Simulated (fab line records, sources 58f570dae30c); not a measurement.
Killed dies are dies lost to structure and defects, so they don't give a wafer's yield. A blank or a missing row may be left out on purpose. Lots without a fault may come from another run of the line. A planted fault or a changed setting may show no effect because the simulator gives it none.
fab line records | flow berkeley_cmos170
record lots=5 wafers=23
route steps=331 shown START@3 ZERO@7 NWELL@28 ACTIVE@71 PFIELD@86 SACOX@98 NLDD@159 PSD@183
start_h: hours from the record's first day to the start of the lot's first wafer shown | wait_h: hours since the lot's step before | " the same as in the row above | L1.1+2: a row that stands for several wafers | - no value, or no start given | * or withheld: withheld | < > ~ a bound
route shown NAME@n: a module of which the file shows steps, and the number in the route of the first | usual: mean/standard deviation of fault-free wafers | same: alike in all rows | chamber/n: place in a boat | sites: the reading at each site | _std_site: their standard deviation | _edge_site: outer sites' mean less inner sites' | radius_mm: how far each site lies from the wafer's centre | mask NAME#n: copy n | behind: the tool/chamber that last shaped the wafer | hold: why the lot was held/for how many hours/how that ended | device: the transistor (n, p or np) that didn't switch | end of line: the same wafers' tests at the end of the route | a step without rows: its recipe alone | killed: dies lost to structure and defects at the first sort, not the wafer's yield | map: a wafer's dies, x killed, . not, _ none there
set.NAME: the setting as run; set.NAME@STEP: as run at that earlier step | model.NAME: the simulator's own value behind a step, which no gauge read
lots whose settings were changed on purpose; a table a step, a row a wafer
## steps
# step UCB170_START_OXIDATION_02
# recipe temp_c=950 ambient=O2 target_thk_a=200 ox_time_s=1800
# columns lot.wafer tool chamber start_h wait_h set.ox_time_s model.SiO2_of_START_OXIDATION_02.thk_nm
L074.1 - - - 1.4 1800 19.86
L074.2 " - " " 1800 20.12
L074.3 " - " " 1800 19.9
L074.5 " - " " 1800 19.96
L074.6 " - " " 1800 19.78
L075.1 - - - 1.3 2009 21.79
L075.2 " - " " 2009 20.94
L075.4 " - " " 2009 21.47
L075.5 " - " " 2009 21.26
L075.6 " - " " 2009 21.42
L079.2 furnace-01 0 38.82 3.7 1800 20.37
L079.3 " 0 " " 1800 20.29
L079.4 " 0 " " 1800 20.28
L081.1 - - - 1.9 1959 21.53
L081.2 " - " " 1959 21.83
L081.3 " - " " 1959 21.72
L081.4 " - " " 1959 21.52
L081.6 " - " " 1959 21.61
L082.1 - - - 1.6 1589 18.76
L082.2 " - " " 1589 18.58
L082.3 " - " " 1589 18.87
L082.4 " - " " 1589 18.74
L082.6 " - " " 1589 18.77
# step UCB170_START_THK_MEAS_03
# recipe reads=SiO2_of_START_OXIDATION_02
# usual START_OXIDE_THK=20.1/0.4
# columns lot.wafer tool chamber start_h wait_h set.ox_time_s@START_OXIDATION_02 START_OXIDE_THK[nm]
L074.1 film_metro-02 - - - 1800 19.9
L074.2 " - " " 1800 20.2
L074.3 " - " " 1800 19.9
L074.5 " - " " 1800 20.0
L074.6 " - " " 1800 19.8
L075.1 film_metro-04 - - - 2009 21.8
L075.2 " - " " 2009 20.9
L075.4 " - " " 2009 21.5
L075.5 " - " " 2009 21.2
L075.6 " - " " 2009 21.4
L079.2 film_metro-01 - 40.33 0.0 1800 20.4
L079.3 " - " " 1800 20.3
L079.4 " - " " 1800 20.2
L081.1 film_metro-04 - - - 1959 21.6
L081.2 " - " " 1959 21.9
L081.3 " - " " 1959 21.8
L081.4 " - " " 1959 21.4
L081.6 " - " " 1959 21.6
L082.1 film_metro-01 - - - 1589 18.8
L082.2 " - " " 1589 18.6
L082.3 " - " " 1589 18.9
L082.4 " - " " 1589 18.7
L082.6 " - " " 1589 18.8
# step UCB170_ZERO_COAT_01
# recipe resist=KrF spin_rpm=1500 resist_thk_nm=900
# columns lot.wafer tool chamber start_h wait_h set.spin_rpm model.KrF_of_ZERO_COAT_01.thk_nm
L074.1+5 litho_track-01 0 16.11 0.1 1500 903.7
L074.2 " 0 " " 1500 903
L074.3 " 0 " " 1500 901.4
L074.6 " 0 " " 1500 903.4
L075.1 litho_track-02 0 22.01 0.1 1582 871.8
L075.2 " 0 " " 1582 873.7
L075.4 " 0 " " 1500 902
L075.5 " 0 " " 1500 897
L075.6 " 0 " " 1582 874.2
L079.2 litho_track-02 0 42.87 0.1 1500 895.9
L079.3 " 0 " " 1500 895.6
L079.4 " 0 " " 1500 897.4
L081.1 litho_track-01 0 56.17 0.1 1551 884.4
L081.2 " 0 " " 1500 902
L081.3 " 0 " " 1500 898.9
L081.4 " 0 " " 1551 883.9
L081.6 " 0 " " 1500 899.1
L082.1 litho_track-02 0 56.17 0.1 1500 898.8
L082.2 " 0 " " 1548 887.9
L082.3 " 0 " " 1500 898.2
L082.4 " 0 " " 1548 886.6
L082.6 " 0 " " 1548 884.8
# step UCB170_ZERO_SOFTBAKE_02
# recipe resist=KrF temp_c=130 time_s=60
# step UCB170_ZERO_EXPOSE_03
# recipe mask_id=PM_MARKS na=0.5 sigma_outer=0.6 source_shape=conventional target_cd_nm=4000 dose_mj=30
# step UCB170_ZERO_DEVELOP_05
# recipe developer=TMAH develop_time_s=45 resist=KrF dev_temp_c=21
# step UCB170_ZERO_ETCH_06
# recipe chemistry=CHF3/CF4/Ar target=SiO2 time_s=12 pressure_mtorr=100 rf_w=500 CHF3_flow_sccm=50 cf4_flow_sccm=10 Ar_flow_sccm=120 over_etch_frac=1.58
# step UCB170_ZERO_STRIP_07
# recipe chemistry=O2 power_w=400 pressure_mtorr=3500 platen_temp_c=withheld o2_flow_sccm=400 overash_fraction=0.5
# usual strip_time_to_endpoint_s=21.45/0.064
# columns lot.wafer tool chamber start_h wait_h set.spin_rpm@ZERO_COAT_01 strip_time_to_endpoint_s
L074.1 plasma_asher-04 0 17.38 0.0 1500 21.56
L074.2 " 1 " " 1500 21.55
L074.3 " 0 " " 1500 21.52
L074.5 " 1 " " 1500 21.58
L074.6 " 0 " " 1500 21.56
L075.1 plasma_asher-01 1 22.86 0.0 1582 20.80
L075.2 " 0 " " 1582 20.87
L075.4 " 1 " " 1500 21.54
L075.5 " 0 " " 1500 21.38
L075.6 " 1 " " 1582 20.87
L079.2 plasma_asher-04 0 44.02 0.0 1500 21.39
L079.3 " 0 " " 1500 21.36
L079.4 " 1 " " 1500 21.42
L082.1 plasma_asher-04 0 57.04 0.0 1500 21.44
L082.2 " 1 " " 1548 21.20
L082.3 " 0 " " 1500 21.44
L082.4 " 1 " " 1548 21.14
L082.6 " 0 " " 1548 21.11
L081.1 plasma_asher-02 0 57.31 0.0 1551 21.10
L081.2 " 1 " " 1500 21.54
L081.3 " 0 " " 1500 21.45
L081.4 " 1 " " 1551 21.11
L081.6 " 1 " " 1500 21.47
# step UCB170_NWELL_IMPLANT_14
# recipe species=P dose_cm2=1e+13 energy_kev=150 tilt_deg=7
# columns lot.wafer tool chamber start_h wait_h set.energy_kev model.implant.rp_nm model.implant.drp_nm
L074.1+6 implanter-01 0 29.16 0.1 145 179.7 61.09
L074.2+3+5 " 0 " " 150 186.1 62.72
L075.1+2+4+5+6 implanter-01 0 36.47 0.1 150 186.2 62.72
L079.2+3+4 implanter-01 0 55.50 0.1 150 189 62.72
L081.1+2+3 implanter-04 0 69.34 0.1 150 188.3 62.72
L081.4+6 " 0 " " 158.1 198.9 65.24
L082.1+4 implanter-01 0 69.69 0.1 158 197 65.21
L082.2+3+6 " 0 " " 150 186.7 62.72
# step UCB170_ACTIVE_PEB_11
# recipe peb_temp_c=130 peb_time_s=withheld resist=KrF
# columns lot.wafer tool chamber start_h wait_h set.peb_temp_c
L074.1+2+3 litho_track-04 0 73.15 0.2 130
L074.5+6 " 0 " " 132.3
L075.1+4+5 litho_track-02 0 78.41 0.1 126.7
L075.2+6 " 0 " " 130
L079.2+3+4 litho_track-03 0 104.18 0.3 130
L081.1+2+4 litho_track-04 0 121.62 0.4 130
L081.3+6 " 0 " " 133.7
L082.1+2 litho_track-02 0 121.72 0.3 127.9
L082.3+4+6 " 0 " " 130
# step UCB170_ACTIVE_DEVELOP_12
# recipe developer=TMAH develop_time_s=45 resist=KrF dev_temp_c=21
# step UCB170_ACTIVE_CD_MEAS_13
# recipe target_cd_nm=1200
# usual cd_nm=1199.4/1.7
# columns lot.wafer tool chamber start_h wait_h set.peb_temp_c@ACTIVE_PEB_11 cd_nm
L074.1 cd_sem-01 - 73.61 - 130 1200.4
L074.2 " - " " 130 1199.8
L074.3 " - " " 130 1199.4
L074.5 " - " " 132.3 1185.2
L074.6 " - " " 132.3 1186.2
L075.1 cd_sem-01 - 78.69 - 126.7 1226.2
L075.2 " - " " 130 1197.5
L075.4 " - " " 126.7 1224.0
L075.5 " - " " 126.7 1223.2
L075.6 " - " " 130 1200.8
L079.2 cd_sem-01 - 104.45 - 130 1197.6
L079.3 " - " " 130 1197.5
L079.4 " - " " 130 1197.4
L081.1 cd_sem-01 - 121.90 - 130 1200.4
L081.2 " - " " 130 1202.7
L081.3 " - " " 133.7 1177.3
L081.4 " - " " 130 1200.0
L081.6 " - " " 133.7 1180.5
L082.1 cd_sem-02 - 122.00 - 127.9 1215.3
L082.2 " - " " 127.9 1216.0
L082.3 " - " " 130 1201.1
L082.4 " - " " 130 1199.7
L082.6 " - " " 130 1200.5
# step UCB170_ACTIVE_ETCH_15
# recipe chemistry=CH3F/Ar/O2 target=Si3N4 stop_on=SiO2 CH3F_flow_sccm=20 Ar_flow_sccm=50 O2_flow_sccm=7 pressure_mtorr=50 rf_w=450 target_depth_a=2420 over_etch_frac=0.1 time_s=151
# columns lot.wafer tool chamber start_h wait_h set.peb_temp_c@ACTIVE_PEB_11 model.ACTIVE.cd_nm
L074.1 rie_diel-03 1 73.76 0.0 130 1201
L074.2 " 3 " " 130 1200
L074.3 " 0 " " 130 1199
L074.5+6 " 1,2 " " 132.3 1186
L075.1 rie_diel-02 0 78.84 0.0 126.7 1226
L075.2 " 3 " " 130 1198
L075.4 " 2 " " 126.7 1224
L075.5 " 1 " " 126.7 1223
L075.6 " 0 " " 130 1200
L079.2+3+4 rie_diel-02 0,2,3 104.59 0.0 130 1197
L081.1+4 rie_diel-02 3,0 122.05 0.0 130 1200
L081.2 " 2 " " 130 1202
L081.3 " 1 " " 133.7 1177
L081.6 " 2 " " 133.7 1180
L082.1 rie_diel-01 2 122.15 0.0 127.9 1215
L082.2 " 3 " " 127.9 1216
L082.3 " 1 " " 130 1201
L082.4+6 " 0,2 " " 130 1200
# step UCB170_ACTIVE_STRIP_16
# recipe chemistry=O2 power_w=400 pressure_mtorr=3500 platen_temp_c=withheld o2_flow_sccm=400 overash_fraction=0.5
# step UCB170_ACTIVE_CD_MEAS_90
# recipe target_cd_nm=1200
# usual cd_nm=1199.4/1.7
# columns lot.wafer tool chamber start_h wait_h set.peb_temp_c@ACTIVE_PEB_11 cd_nm
L074.1 cd_sem-01 - 73.97 0.1 130 1201.1
L074.2 " - " " 130 1199.5
L074.3 " - " " 130 1199.5
L074.5 " - " " 132.3 1185.5
L074.6 " - " " 132.3 1186.1
L075.1 cd_sem-01 - 79.04 0.1 126.7 1225.4
L075.2 " - " " 130 1197.8
L075.4 " - " " 126.7 1223.9
L075.5 " - " " 126.7 1223.3
L075.6 " - " " 130 1200.5
L079.2 cd_sem-01 - 104.81 0.1 130 1197.1
L079.3 " - " " 130 1197.3
L079.4 " - " " 130 1196.8
L081.1 cd_sem-01 - 122.25 0.1 130 1200.7
L081.2 " - " " 130 1202.6
L081.3 " - " " 133.7 1177.2
L081.4 " - " " 130 1200.1
L081.6 " - " " 133.7 1180.4
L082.1 cd_sem-01 - 122.37 0.1 127.9 1214.9
L082.2 " - " " 127.9 1215.9
L082.3 " - " " 130 1200.8
L082.4 " - " " 130 1199.6
L082.6 " - " " 130 1200.2
# step UCB170_PFIELD_IMPLANT_07
# recipe species=B dose_cm2=2e+13 energy_kev=80 tilt_deg=7
# columns lot.wafer tool chamber start_h wait_h set.dose_cm2
L074.1+5+6 implanter-01 0 75.77 0.0 1.861e+13
L074.2+3 " 0 " " 2e+13
L075.1+2+6 implanter-04 0 80.55 0.0 1.869e+13
L075.4+5 " 0 " " 2e+13
L079.2+3+4 implanter-01 0 106.39 0.0 2e+13
L081.1+3+6 implanter-01 0 123.78 0.0 2.043e+13
L081.2+4 " 0 " " 2e+13
L082.1+4 implanter-04 0 124.05 0.0 2e+13
L082.2+3+6 " 0 " " 2.135e+13
# step UCB170_PFIELD_STRIP_08
# recipe chemistry=O2 power_w=400 pressure_mtorr=3500 platen_temp_c=withheld o2_flow_sccm=400 overash_fraction=0.5
# step UCB170_PFIELD_TW_MEAS_09
# usual PFIELD_TW=601/4.4
# columns lot.wafer tool chamber start_h wait_h set.dose_cm2@PFIELD_IMPLANT_07 PFIELD_TW
L074.1 film_metro-02 - 76.02 0.1 1.861e+13 585
L074.2 " - " " 2e+13 595
L074.3 " - " " 2e+13 595
L074.5 " - " " 1.861e+13 585
L074.6 " - " " 1.861e+13 585
L075.1 film_metro-02 - 80.80 0.1 1.869e+13 586
L075.2 " - " " 1.869e+13 586
L075.4 " - " " 2e+13 599
L075.5 " - " " 2e+13 599
L075.6 " - " " 1.869e+13 584
L079.2 film_metro-04 - 106.63 0.1 2e+13 606
L079.3 " - " " 2e+13 604
L079.4 " - " " 2e+13 603
L081.1 film_metro-02 - 124.03 0.1 2.043e+13 602
L081.2 " - " " 2e+13 599
L081.3 " - " " 2.043e+13 600
L081.4 " - " " 2e+13 596
L081.6 " - " " 2.043e+13 600
L082.1 film_metro-03 - 124.30 0.1 2e+13 609
L082.2 " - " " 2.135e+13 621
L082.3 " - " " 2.135e+13 621
L082.4 " - " " 2e+13 606
L082.6 " - " " 2.135e+13 618
# step UCB170_SACOX_OXIDATION_01
# recipe temp_c=900 ambient=O2 target_thk_a=144 ox_time_s=2400
# columns lot.wafer tool chamber start_h wait_h set.ox_time_s model.SiO2_of_SACOX_OXIDATION_01.thk_nm
L074.1 - - - 0.2 2124 12.56
L074.2 " - " " 2124 12.72
L074.3 " - " " 2124 12.93
L074.5 " - " " 2124 12.79
L074.6 " - " " 2124 12.58
L075.1 - - - 1.0 2400 14.56
L075.2 " - " " 2400 14.62
L075.4 " - " " 2400 14.64
L075.5 " - " " 2400 14.46
L075.6 " - " " 2400 14.43
L079.2 furnace-01 0 120.43 2.0 2400 14.68
L079.3 " 0 " " 2400 14.63
L079.4 " 0 " " 2400 14.58
L081.1 - - - 3.1 2274 13.46
L081.2 " - " " 2274 13.41
L081.3 " - " " 2274 13.4
L081.4 " - " " 2274 13.47
L081.6 " - " " 2274 13.37
L082.1 - - - 3.0 2400 14.22
L082.2 " - " " 2400 14.27
L082.3 " - " " 2400 14.19
L082.4 " - " " 2400 14.09
L082.6 " - " " 2400 14.02
# step UCB170_SACOX_THK_MEAS_02
# recipe reads=SiO2_of_SACOX_OXIDATION_01
# usual SACOX_OXIDE_THK=14.22/0.24
# columns lot.wafer tool chamber start_h wait_h set.ox_time_s@SACOX_OXIDATION_01 SACOX_OXIDE_THK[nm]
L074.1 film_metro-03 - - - 2124 12.57
L074.2 " - " " 2124 12.69
L074.3 " - " " 2124 12.95
L074.5 " - " " 2124 12.75
L074.6 " - " " 2124 12.60
L075.1 film_metro-01 - - - 2400 14.56
L075.2 " - " " 2400 14.64
L075.4 " - " " 2400 14.66
L075.5 " - " " 2400 14.48
L075.6 " - " " 2400 14.45
L079.2 film_metro-03 - 122.10 0.0 2400 14.68
L079.3 " - " " 2400 14.65
L079.4 " - " " 2400 14.56
L081.1 film_metro-01 - - - 2274 13.47
L081.2 " - " " 2274 13.40
L081.3 " - " " 2274 13.41
L081.4 " - " " 2274 13.49
L081.6 " - " " 2274 13.35
L082.1 film_metro-04 - - - 2400 14.23
L082.2 " - " " 2400 14.28
L082.3 " - " " 2400 14.21
L082.4 " - " " 2400 14.10
L082.6 " - " " 2400 14.04
# step UCB170_NLDD_COAT_01
# recipe resist=KrF spin_rpm=1500 resist_thk_nm=900
# columns lot.wafer tool chamber start_h wait_h set.resist_thk_nm model.KrF_of_NLDD_COAT_01.thk_nm
L074.1 litho_track-01 0 118.86 0.1 880.5 883
L074.2 " 0 " " 900 901.7
L074.3 " 0 " " 880.5 881.2
L074.5 " 0 " " 880.5 881.7
L074.6 " 0 " " 900 900.6
L075.1 litho_track-02 0 124.72 0.1 900 902
L075.2 " 0 " " 900 901.8
L075.4 " 0 " " 900 902.3
L075.5 " 0 " " 900 902.9
L075.6 " 0 " " 900 899
L079.2 litho_track-02 0 144.89 0.1 900 902.5
L079.3 " 0 " " 900 896.6
L079.4 " 0 " " 900 897.5
L082.1 litho_track-04 0 167.09 0.1 900 901
L082.2 " 0 " " 900 902.4
L082.3 " 0 " " 868.2 866.3
L082.4 " 0 " " 900 898.1
L082.6 " 0 " " 868.2 865.5
L081.1 litho_track-02 0 167.30 0.1 861 861
L081.2 " 0 " " 900 900.6
L081.3 " 0 " " 900 902.3
L081.4 " 0 " " 861 857.7
L081.6 " 0 " " 861 863.4
# step UCB170_NLDD_SOFTBAKE_02
# recipe resist=KrF temp_c=130 time_s=60
# step UCB170_NLDD_EXPOSE_03
# recipe mask_id=NSELECT na=0.5 sigma_outer=0.6 source_shape=conventional target_cd_nm=1200 dose_mj=30
# step UCB170_NLDD_IMPLANT_08
# recipe species=As dose_cm2=5e+13 energy_kev=30 tilt_deg=7 rotation_deg=0
# step UCB170_NLDD_IMPLANT_09
# recipe species=As dose_cm2=5e+13 energy_kev=30 tilt_deg=7 rotation_deg=180
# step UCB170_NLDD_STRIP_10
# recipe chemistry=O2 power_w=400 pressure_mtorr=3500 platen_temp_c=withheld o2_flow_sccm=400 overash_fraction=0.5
# usual strip_time_to_endpoint_s=21.63/0.067
# columns lot.wafer tool chamber start_h wait_h set.resist_thk_nm@NLDD_COAT_01 strip_time_to_endpoint_s
L074.1 plasma_asher-01 0 120.02 0.1 880.5 21.21
L074.2 " 1 " " 900 21.67
L074.3 " 1 " " 880.5 21.18
L074.5 " 0 " " 880.5 21.19
L074.6 " 1 " " 900 21.63
L075.1 plasma_asher-01 1 125.86 0.1 900 21.68
L075.2 " 0 " " 900 21.66
L075.4 " 0 " " 900 21.69
L075.5 " 1 " " 900 21.71
L075.6 " 0 " " 900 21.62
L079.2 plasma_asher-04 1 146.52 0.1 900 21.68
L079.3 " 0 " " 900 21.55
L079.4 " 1 " " 900 21.56
L082.1 plasma_asher-03 1 168.36 0.1 900 21.65
L082.2 " 0 " " 900 21.70
L082.3 " 0 " " 868.2 20.83
L082.4 " 1 " " 900 21.58
L082.6 " 1 " " 868.2 20.81
L081.1 plasma_asher-04 1 168.60 0.1 861 20.69
L081.2 " 0 " " 900 21.65
L081.3 " 1 " " 900 21.68
L081.4 " 0 " " 861 20.63
L081.6 " 0 " " 861 20.74
# step UCB170_PSD_IMPLANT_08
# recipe species=B dose_cm2=3e+15 energy_kev=20 tilt_deg=7
# columns lot.wafer tool chamber start_h wait_h set.energy_kev
L074.1+2+3 implanter-03 0 125.04 0.0 20
L074.5+6 " 0 " " 20.65
L075.1+2+4+5+6 implanter-03 0 130.48 0.0 20
L079.2+3+4 implanter-02 0 152.34 0.0 20
L082.1+2+3+4+6 implanter-01 0 175.47 0.0 20
L081.1+3+4 implanter-02 0 176.02 0.0 19.11
L081.2+6 " 0 " " 20
# step UCB170_PSD_STRIP_09
# recipe chemistry=O2 power_w=400 pressure_mtorr=3500 platen_temp_c=withheld o2_flow_sccm=400 overash_fraction=0.5
# usual strip_time_to_endpoint_s=29.37/0.065
# columns lot.wafer tool chamber start_h wait_h set.energy_kev@PSD_IMPLANT_08 strip_time_to_endpoint_s
L074.1 plasma_asher-03 1 125.19 0.1 20 29.59
L074.2 " 0 " " 20 29.45
L074.3 " 1 " " 20 29.45
L074.5 " 1 " " 20.65 29.86
L074.6 " 0 " " 20.65 29.91
L075.1 plasma_asher-04 1 130.63 0.1 20 29.42
L075.2 " 0 " " 20 29.29
L075.4 " 0 " " 20 29.31
L075.5 " 1 " " 20 29.31
L075.6 " 0 " " 20 29.34
L079.2 plasma_asher-02 1 152.46 0.1 20 29.33
L079.3 " 1 " " 20 29.31
L079.4 " 0 " " 20 29.40
L082.1 plasma_asher-02 0 175.62 0.1 20 29.28
L082.2 " 1 " " 20 29.22
L082.3 " 0 " " 20 29.29
L082.4 " 1 " " 20 29.34
L082.6 " 1 " " 20 29.24
L081.1 plasma_asher-04 1 176.17 0.1 19.11 28.96
L081.2 " 0 " " 20 29.44
L081.3 " 1 " " 19.11 28.94
L081.4 " 0 " " 19.11 28.92
L081.6 " 0 " " 20 29.39
## key
split step=UCB170_START_OXIDATION_02 setting=ox_time_s stated=1800 by=lot
response step=UCB170_START_OXIDATION_02 reading=model.SiO2_of_START_OXIDATION_02.thk_nm change=+0.125 per=1% r=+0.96
response step=UCB170_START_THK_MEAS_03 reading=START_OXIDE_THK change=+0.124 per=1% r=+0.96
split step=UCB170_ZERO_COAT_01 setting=spin_rpm stated=1500 by=wafer
response step=UCB170_ZERO_COAT_01 reading=model.KrF_of_ZERO_COAT_01.thk_nm change=-4.57 per=1% r=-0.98
response step=UCB170_ZERO_STRIP_07 reading=strip_time_to_endpoint_s change=* per=1% r=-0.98
split step=UCB170_NWELL_IMPLANT_14 setting=energy_kev stated=150 by=wafer
response step=UCB170_NWELL_IMPLANT_14 reading=model.implant.rp_nm change=+1.95 per=1% r=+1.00
response step=UCB170_NWELL_IMPLANT_14 reading=model.implant.drp_nm change=+0.47 per=1% r=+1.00
split step=UCB170_ACTIVE_PEB_11 setting=peb_temp_c stated=130 by=wafer
response step=UCB170_ACTIVE_CD_MEAS_13 reading=cd_nm change=-8.73 per=1% r=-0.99
response step=UCB170_ACTIVE_ETCH_15 reading=model.ACTIVE.cd_nm change=-8.71 per=1% r=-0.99
response step=UCB170_ACTIVE_CD_MEAS_90 reading=cd_nm change=-8.73 per=1% r=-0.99
split step=UCB170_PFIELD_IMPLANT_07 setting=dose_cm2 stated=2e+13 by=wafer
response step=UCB170_PFIELD_TW_MEAS_09 reading=PFIELD_TW change=+1.73 per=1% r=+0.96
split step=UCB170_SACOX_OXIDATION_01 setting=ox_time_s stated=2400 by=lot
response step=UCB170_SACOX_OXIDATION_01 reading=model.SiO2_of_SACOX_OXIDATION_01.thk_nm change=+0.151 per=1% r=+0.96
response step=UCB170_SACOX_THK_MEAS_02 reading=SACOX_OXIDE_THK change=+0.153 per=1% r=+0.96
split step=UCB170_NLDD_COAT_01 setting=resist_thk_nm stated=900 by=wafer
response step=UCB170_NLDD_COAT_01 reading=model.KrF_of_NLDD_COAT_01.thk_nm change=+9.47 per=1% r=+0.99
response step=UCB170_NLDD_STRIP_10 reading=strip_time_to_endpoint_s change=* per=1% r=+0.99
split step=UCB170_PSD_IMPLANT_08 setting=energy_kev stated=20 by=wafer
response step=UCB170_PSD_STRIP_09 reading=strip_time_to_endpoint_s change=* per=1% r=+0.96
